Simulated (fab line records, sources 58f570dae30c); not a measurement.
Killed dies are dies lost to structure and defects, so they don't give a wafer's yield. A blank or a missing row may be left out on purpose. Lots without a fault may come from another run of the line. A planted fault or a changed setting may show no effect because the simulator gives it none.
One fault seen from 2 desks | flow berkeley_cmos170 | each desk has only its own numbers; what lay behind them comes last

THE METROLOGY DESK
What the gauges read, lot by lot, whatever tool the lot ran on: means of the sampled wafers that have a number. A lot is out of limits, marked OUT, if its mean lies more than 4 standard deviations from the usual mean; the brackets give that distance.
Columns: A = ACTIVE_NITRIDE_THK at UCB170_ACTIVE_THK_MEAS_06, usual 219.6 nm; B = FIELD_OXIDE_LEFT_1_THK at UCB170_FIELD_THK_MEAS_90, usual 447 nm; C = cd_nm at UCB170_GATE_CD_MEAS_12, usual 349.8 nm; D = cd_nm at UCB170_V2_CD_MEAS_12, usual 699.7 nm
lot  | first seen here | A     | B   | C     | D
L693 | day 4 02:38     | 219.7 | 450 | 350.4 | 700.3
L695 | day 4 11:36     | 221.3 | 444 | 350.4 | 699.4
L694 | day 4 11:37     | 219.6 | 458 | 348.0 | 700.0
L696 | day 4 16:42     | 219.1 | 460 | 353.2 | 697.5
L697 | day 4 17:47     | 220.4 | 446 | 348.6 | 698.0
L698 | day 4 17:47     | 222.4 | 457 | 350.5 | 700.0
L700 | day 5 06:56     | 218.4 | 459 | 349.4 | 699.4
L699 | day 5 06:56     | 219.0 | 466 | 349.2 | 699.8
L701 | day 5 17:20     | 222.5 | 449 | 350.2 | 699.9
L705 | day 6 17:38     | 219.1 | 439 | 347.6 | 699.4
L706 | day 6 17:39     | 219.8 | 435 | 349.8 | 700.4
L710 | day 7 17:25     | 223.0 | 445 | 354.2 | 699.6
L712 | day 8 09:53     | 217.7 | 438 | 354.4 | 699.0
L716 | day 9 11:54     | 217.5 | 450 | 350.2 | 701.1
This desk's finding: nothing out of limits on any of the 14 lots.

THE TOOL OWNER'S DESK: litho_track-03
The tool's own readings at UCB170_GATE_PEB_10: means of the sampled wafers that have a number, for each lot that ran on this tool. A lot is out of limits, marked OUT, if its mean lies more than 4 standard deviations from the usual mean; the brackets give that distance.
Columns: A = chill_plate_temp_C at UCB170_GATE_PEB_10, usual 23.03 C; B = heater_power_total_W at UCB170_GATE_PEB_10, usual 56.79 W; C = plate_temp_C at UCB170_GATE_PEB_10, usual 130.02 C
lot  | first seen here | A     | B                | C
L693 | day 6 00:48     | 22.95 | 56.75            | 129.99
L695 | day 6 07:20     | 23.11 | 56.80            | 129.95
L694 | day 6 07:38     | 23.04 | 56.83            | 130.16
L697 | day 6 11:29     | 22.78 | 56.80            | 129.90
L710 | day 10 02:36    | 22.96 | 56.47 (-7.5) OUT | 129.28 (-5.3) OUT
L712 | day 10 13:46    | 22.98 | 56.45 (-8.0) OUT | 129.41 (-4.4) OUT
This desk's finding: out of limits on L710, L712; first on L710, day 10 02:36 (heater_power_total_W at UCB170_GATE_PEB_10). In limits: L693, L695, L694, L697.

PUT TOGETHER
The tool owner's desk could have raised an alarm at day 10 02:36, on L710, L712.
The metrology desk saw nothing out of limits.
The metrology desk has L710, L712 on record, within its limits.
Of the lots named, all ran UCB170_GATE_PEB_10 on litho_track-03.

WHAT THE SIMULATOR HAD PUT IN
Process parameter drift: litho_track-03, from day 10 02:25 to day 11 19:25, at UCB170_GATE_PEB_10. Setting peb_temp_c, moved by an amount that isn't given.
Lots struck among those shown: L710, L712.
Hours from the fault's start to each desk's first reading out of limits: the tool owner's desk, 0.
